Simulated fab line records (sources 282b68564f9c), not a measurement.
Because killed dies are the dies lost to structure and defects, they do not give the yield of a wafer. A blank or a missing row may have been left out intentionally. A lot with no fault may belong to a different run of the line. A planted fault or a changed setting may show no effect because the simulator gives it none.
A lot that was struck, set against a sound lot | flow rit_cmos | 15 out of 202 route steps
Sound: the wafers L134.1, L134.3, L134.4. Wafers struck: L146.2, L146.5, L146.6. The cause is named last.
Per side, at each step with rows, come the tool, then ch with its chambers, and then its first start. Under that, the readings that differ: sound wafers | struck wafers | difference of the means | sigmas: that difference in standard deviations of wafers without a fault.
alike: words and numbers the same on both sides, and readings whose means are apart by under 2 such deviations; not compared: readings that were withheld, readings missing a value for some wafer, numbers with overlapping values and no deviation given by the record, and bounds like >300 which may hide the same value.
Wherever a step has rows on one side only, a row that says differs or no value, or a row with sigmas, the two part there. Non-overlapping numbers with no deviation appear without sigmas and do not part them. Lack of a reading on every wafer of one side parts them only where that side has two or more wafers.

first, 1 step without rows for these wafers: RIT_SDANNEAL_CLEAN_02 (cleans in SC2, time 600 s).
RIT_SDANNEAL_RTA_03: time 5 s.
  sound on rtp_anneal-01 ch 0, day 3 16:58; struck on rtp_anneal-01 ch 0, day 6 00:53
  alike: anneal_temp_c_max, wafer_temp_C_max
RIT_SDANNEAL_RS_MEAS_04: measures by four-point-probe.
  struck on film_metro-03, day 6 00:58; sound on film_metro-03, day 3 17:02
  alike: PSD_RS
RIT_SDANNEAL_RS_MEAS_05: measures by four-point-probe.
  struck on film_metro-03, day 6 01:05; sound on film_metro-03, day 3 17:09
  alike: NSD_RS
RIT_SDANNEAL_RS_MEAS_06: measures by four-point-probe.
  struck on film_metro-03, day 6 01:12; sound on film_metro-03, day 3 17:16
  alike: PLDD_RS
RIT_SDANNEAL_RS_MEAS_07: measures by four-point-probe.
  struck on film_metro-03, day 6 01:19; sound on film_metro-03, day 3 17:23
  alike: NLDD_RS
then, 1 step without rows for these wafers: RIT_SILICIDE_WET_ETCH_00 (etches SiO2 in BOE, target depth 14 nm, time 15 s).
RIT_SILICIDE_SPUTTER_01: material Ti, target thk 30 nm, time 240 s.
  struck on pvd_sputter-03, day 6 01:26; sound on pvd_sputter-03, day 3 17:31
  alike: substrate_temp_c, throttle_valve_pct
RIT_SILICIDE_RS_MEAS_02: measures by four-point-probe.
  struck on film_metro-01, day 6 01:36; sound on film_metro-01, day 3 17:40
  alike: SILICIDE_TI_RS
RIT_SILICIDE_THK_MEAS_03: measures by xrf.
  struck on film_metro-01, day 6 01:43; sound on film_metro-01, day 3 17:47
  alike: SILICIDE_TI_THK
RIT_SILICIDE_RTA_04: time 10 s, ramp up 5 s, ramp down 5 s.
  sound on rtp_anneal-01 ch 0, day 3 17:51; struck on rtp_anneal-02 ch 0, day 6 01:46
  alike: anneal_temp_c_max, wafer_temp_C_max
then, 1 step without rows for these wafers: RIT_SILICIDE_WET_ETCH_05 (etches Ti in SPM, time 120 s).
RIT_SILICIDE_RTA_06: time 10 s, ramp up 5 s, ramp down 10 s.
  sound on rtp_anneal-02 ch 0, day 3 17:58; struck on rtp_anneal-01 ch 0, day 6 01:53
  reading          | sound             | struck            | difference | sigmas
  wafer_temp_C_max | 754.7 754.3 754.8 | 762.0 761.6 762.6 | +7.5       | +5
RIT_CONTACT_CVD_00: deposits SiO2 from TEOS, target thk 400 nm, time 61 s.
  sound on pecvd-03 ch 0,1,2, day 3 18:01; struck on pecvd-03 ch 0,1, day 6 01:56
  alike: heater_power_w
RIT_M1_PROBE_99:
  struck on prober-01, day 6 08:43; sound on prober-02, day 4 00:26
  reading                           | sound             | struck            | difference | sigmas
  model.etest.npoly_sal.rs_ohm_sq   | 4.41 4.399 4.439  | 4.138 4.132 4.157 | -0.274     |
  model.etest.pplus_sal.rs_ohm_sq   | 4.383 4.367 4.364 | 4.117 4.11 4.083  | -0.268     |
  model.etest.ppoly_sal.rs_ohm_sq   | 4.354 4.368 4.363 | 4.107 4.109 4.084 | -0.262     |
  model.etest.nplus_sal.rs_ohm_sq   | 4.383 4.372 4.364 | 4.093 4.079 4.087 | -0.287     |
  model.etest.pplus_sal.line_ohm_um | 1.279 1.255 1.262 | 1.184 1.175 1.203 | -0.078     |
  model.etest.nplus_sal.line_ohm_um | 1.276 1.267 1.266 | 1.187 1.181 1.185 | -0.085     |
  model.etest.contact_nplus.rc_ohm  | 1.429 1.374 1.433 | 1.355 1.366 1.319 | -0.065     |
  alike: killed_at_contacts, killed_at_front_end, killed_dies, killed_open, killed_short
  not compared: model.etest.contact_pplus.rc_ohm

WHERE THEY PART
Only at RIT_SILICIDE_RTA_06, as far as this record shows. Later steps at which nothing parts them and some readings are alike: RIT_CONTACT_CVD_00, RIT_M1_PROBE_99.

WHY: whatever the simulator had introduced
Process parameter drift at RIT_SILICIDE_RTA_06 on rtp_anneal-01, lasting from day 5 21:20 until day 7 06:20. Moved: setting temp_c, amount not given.
